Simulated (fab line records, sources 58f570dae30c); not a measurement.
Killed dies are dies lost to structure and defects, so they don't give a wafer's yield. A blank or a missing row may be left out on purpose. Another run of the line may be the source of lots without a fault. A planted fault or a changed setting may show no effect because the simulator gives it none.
Lot-split experiment ; flow berkeley_cmos170 ; on a route of 331 steps: 5 lots, 23 wafers read

THE SPLIT
At UCB170_NWELL_IMPLANT_14, the setting energy_kev was moved away from the recipe's 150 on 8 of the 23 wafers read, by -4.1% to +5.5%. The other wafers ran this setting at the recipe's value.

The reading comes from the split's own step.

THE READING
implant.drp_nm (the simulator's own value, which no gauge read), in nm, at UCB170_NWELL_IMPLANT_14. There is no usual value for it anywhere in the file.

wafer;tool, chamber at the split;energy_kev as run;against the recipe;implant.drp_nm, nm;against lot-mates on the recipe
L074.1;implanter-02, 0;150;recipe;62.72;-
L074.2;implanter-02, 0;150;recipe;62.72;-
L074.5;implanter-02, 0;150;recipe;62.72;-
L074.4;implanter-02, 0;143.8;-4.1%;60.69;-2.03
L074.6;implanter-02, 0;143.8;-4.1%;60.69;-2.03
L076.1;implanter-01, 0;150;recipe;62.72;-
L076.5;implanter-01, 0;150;recipe;62.72;-
L076.6;implanter-01, 0;150;recipe;62.72;-
L076.2;implanter-01, 0;147.6;-1.6%;61.95;-0.77
L076.3;implanter-01, 0;147.6;-1.6%;61.95;-0.77
L085.1;implanter-01, 0;150;recipe;62.72;-
L085.2;implanter-01, 0;150;recipe;62.72;-
L085.4;implanter-01, 0;150;recipe;62.72;-
L083.1;implanter-02, 0;150;recipe;62.72;-
L083.2;implanter-02, 0;150;recipe;62.72;-
L083.5;implanter-02, 0;150;recipe;62.72;-
L083.3;implanter-02, 0;147.7;-1.5%;61.98;-0.74
L083.6;implanter-02, 0;147.7;-1.5%;61.98;-0.74
L084.1;implanter-02, 0;158.2;+5.5%;65.27;+2.55
L084.5;implanter-02, 0;158.2;+5.5%;65.27;+2.55
L084.2;implanter-02, 0;150;recipe;62.72;-
L084.3;implanter-02, 0;150;recipe;62.72;-
L084.4;implanter-02, 0;150;recipe;62.72;-

THE FIT
A straight line over all 23 wafers: implant.drp_nm changes by +0.476 nm for each +1% of energy_kev; r = +1.00; the points scatter about the line by 0.022 nm.
The same after taking each lot's own level away (the mean of its wafers on the recipe; 23 wafers): +0.476 nm for each +1%; r = +1.00; scatter 0.022 nm.
According to that fit, moving energy_kev by its largest amount changes the reading by 2.6 nm.
The lots' own levels span 62.720 to 62.720 nm.
The two slopes are in agreement: the lot-to-lot level therefore moves the slope only a little.
Check: +2.61 nm against its lot-mates is what the line predicts for one of the wafers moved furthest among these (+5.5%) when that wafer is left out of the fit. It came out at +2.55 nm against them.

FURTHER SPLITS ON THESE WAFERS
These wafers also went through other splits before the reading. Each is held against what the fit with the lots' levels taken away leaves over:
other split on the same wafers;wafers away from the commonest value;r with implant.drp_nm (lot level and that fit taken away)
UCB170_START_OXIDATION_02 temp_c;10;+0.36

THE WHOLE CHAIN: every reading that the file lists as answering this split, in the file's order
step;what it does;reading;change (the file's fit);r (the file's)
UCB170_NWELL_IMPLANT_14;;implant.rp_nm (the simulator's own value, which no gauge read);+1.96 nm for each +1% of the setting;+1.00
UCB170_NWELL_IMPLANT_14;;implant.drp_nm (the simulator's own value, which no gauge read);+0.477 nm for each +1% of the setting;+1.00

FILE'S OWN FIT
implant.drp_nm changes by +0.477 nm for each +1% of energy_kev, r = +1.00.
